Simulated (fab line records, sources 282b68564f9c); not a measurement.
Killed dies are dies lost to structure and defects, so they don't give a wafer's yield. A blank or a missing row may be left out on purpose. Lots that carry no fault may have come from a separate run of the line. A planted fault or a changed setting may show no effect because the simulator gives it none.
The same fault as seen by 2 desks	flow rit_cmos	numbers are kept per desk, each desk with only its own; the story behind them comes last

== FOR THE TOOL OWNER'S DESK: pvd_sputter-01 ==
The tool's own readings at RIT_M1_SPUTTER_00 (material Al, target thk 400 nm, time 500 s): means of the sampled wafers that have a number, for each lot that ran on this tool. If a lot's mean is further than 4 standard deviations from the usual mean, the lot is out of limits and carries the mark OUT (the distance appears in the brackets).
Columns: A = throttle_valve_pct at RIT_M1_SPUTTER_00, usual 30.4 %
lot	first seen here	A
L610	day 3 15:33	30.7
L612	day 4 00:20	30.9
L620	day 5 15:13	29.9
Finding of this desk: none of the 3 lots has anything out of limits.

== FROM THE METROLOGY DESK ==
What the gauges read, lot by lot, whatever tool the lot ran on: means of the sampled wafers that have a number. If a lot's mean is further than 4 standard deviations from the usual mean, the lot is out of limits and carries the mark OUT (the distance appears in the brackets).
Columns: A = cd_nm at RIT_GATE_CD_MEAS_16, usual 150.6 nm; B = PLDD_TW at RIT_PLDD_TW_MEAS_10, usual 2361; C = M1_AL_RS at RIT_M1_RS_MEAS_01, usual 0.0732 ohm/sq; D = M1_AL_THK at RIT_M1_THK_MEAS_02, usual 401 nm; E = M1_BOW at RIT_M1_BOW_MEAS_16, usual 17 um
lot	first seen here	A	B	C	D	E
L609	day 2 14:25	150.5	2369	0.0737	398	15
L610	day 2 23:48	152.9	2305	0.0737	399	21
L611	day 3 03:39	145.7	2382	0.0729	403	17
L612	day 3 07:18	148.1	2376	0.0743	396	12
L613	day 3 12:04	152.7	2378	0.0741	397	19
L620	day 4 20:40	151.4	2365	0.0774 (+6.4) OUT	378 (-5.7) OUT	19
L623	day 5 10:13	152.4	2375	0.0724	406	17
L625	day 5 21:51	150.5	2374	0.0726	402	21
L627	day 6 10:38	152.6	2296	0.0733	401	14
L629	day 6 20:54	151.3	2379	0.0728	405	15
L630	day 7 01:18	149.1	2373	0.0740	401	18
L632	day 7 09:53	150.4	2369	0.0734	395	22
This desk finds L620 out of limits, with the earliest case on L620 at day 5 15:30 (M1_AL_RS at RIT_M1_RS_MEAS_01). Within limits: L609, L610, L611, L612, L613, L623, L625, L627, L629, L630, L632.

== BROUGHT TOGETHER ==
At day 5 15:30 the metrology desk could have sounded an alarm, on L620.
The tool owner's desk saw nothing out of limits.
On record at the tool owner's desk: L620, within its limits.
RIT_M1_SPUTTER_00 was run on pvd_sputter-01 by each of the lots named.

== WHAT THE SIMULATOR HAD PUT IN ==
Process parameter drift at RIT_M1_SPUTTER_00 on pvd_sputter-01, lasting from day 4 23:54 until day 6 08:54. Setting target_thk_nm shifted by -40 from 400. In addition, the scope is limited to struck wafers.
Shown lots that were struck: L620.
Hours from the fault's start to each desk's first reading out of limits: the metrology desk, 16.
